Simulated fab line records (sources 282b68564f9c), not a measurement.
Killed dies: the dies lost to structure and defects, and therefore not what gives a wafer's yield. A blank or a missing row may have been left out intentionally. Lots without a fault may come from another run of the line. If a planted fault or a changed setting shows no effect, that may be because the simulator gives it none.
The tool behind it: which one?	flow rit-cmos	14 lots, 42 wafers sampled, at 2 steps of a route of 202

WHAT EACH GAUGE READ, for each wafer
No reading from a measuring or inspecting step in the record can be judged against a usual standard deviation.

WHICH TOOL RAN EACH LOT (tool, then ch and the chambers of the sampled wafers, then the start)
lot	RIT_NWELL_SOFTBAKE_02	RIT_M1_PROBE_99
L188	litho-track-02 ch 0, day 1 21:07	-
L189	litho-track-03 ch 0, day 2 03:38	-
L191	litho-track-03 ch 0, day 2 11:36	-
L192	litho-track-03 ch 0, day 2 15:40	-
L193	litho-track-03 ch 0, day 2 20:46	-
L194	litho-track-03 ch 0, day 3 05:08	-
L196	litho-track-04 ch 0, day 3 15:55	-
L197	litho-track-03 ch 0, day 3 17:53	-
L199	litho-track-03 ch 0, day 4 06:55	-
L200	litho-track-03 ch 0, day 4 12:47	-
L206	litho-track-02 ch 0, day 5 14:14	prober-02, day 7 06:47
L207	litho-track-04 ch 0, day 5 19:40	-
L208	litho-track-04 ch 0, day 6 02:19	-
L211	litho-track-02 ch 0, day 6 14:34	-
- RIT_NWELL_SOFTBAKE_02: time 60 s.
- RIT_M1_PROBE_99

WHAT THE TOOLS THEMSELVES READ (means of the sampled wafers that have a number; where no wafer has one, the mark that the record gives instead)
RIT_NWELL_SOFTBAKE_02. Usual: 89.02 s for run-length-s, sd 0.18.
lot	tool	run-length-s (s)	flag
L188	litho-track-02	89.13	
L189	litho-track-03	89.22	
L191	litho-track-03	89.29	
L192	litho-track-03	89.07	
L193	litho-track-03	89.16	
L194	litho-track-03	89.18	
L196	litho-track-04	88.77	
L197	litho-track-03	89.13	
L199	litho-track-03	100.88	OFF
L200	litho-track-03	100.87	OFF
L206	litho-track-02	89.18	
L207	litho-track-04	88.82	
L208	litho-track-04	88.81	
L211	litho-track-02	89.05	

RIT_M1_PROBE_99. Usual: killed-at-contacts 0.1, standard deviation 0.29; killed-at-front-end 7, standard deviation 3; killed-dies 7, standard deviation 3; killed-open 3.2, standard deviation 2; killed-short 3.5, standard deviation 2.1.
lot	tool	killed-at-contacts	killed-at-front-end	killed-dies	killed-open	killed-short	flag
L206	prober-02	0.0	5	5	1.7	3.3	

THE ANSWER, worked out from the rows above alone
Rule: lot off if the mean of its wafers having a number is beyond 3 standard deviations from the usual mean. Also off: a lot with no number at a reading for which 4 or more lots have one. The other lots that the step has rows for count as sound. After the gauges, taken in route order, come the tools' own readings; for these a lot's mean is taken, as printed above. The first step at which some lot is off is used, and at that step the reading that is off furthest; a lot without a number counts as furthest.
Off at RIT_NWELL_SOFTBAKE_02 (run-length-s): L199, L200.
A tool fits if, at that step or a process step before it, it ran every lot that is off, and no sound lot after the first of them. One fits: RIT_NWELL_SOFTBAKE_02 on litho-track-03. A fault onset in the window from L197 (day 3 17:53, its last sound lot) to L199 (day 4 06:55, its first lot off) fits.
On the lots that are off, the tool's own readings at RIT_NWELL_SOFTBAKE_02 differ by more than 5 times the standard deviation of the sound lots' means, which bears it out; run-length-s reads 100.88 s there versus 89.07 s on the sound lots.

WHAT THE SIMULATOR HAD INSERTED
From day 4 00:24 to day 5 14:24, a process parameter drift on litho-track-03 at RIT_NWELL_SOFTBAKE_02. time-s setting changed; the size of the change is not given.
Lots struck among those shown: L199, L200. The rule above found the same.
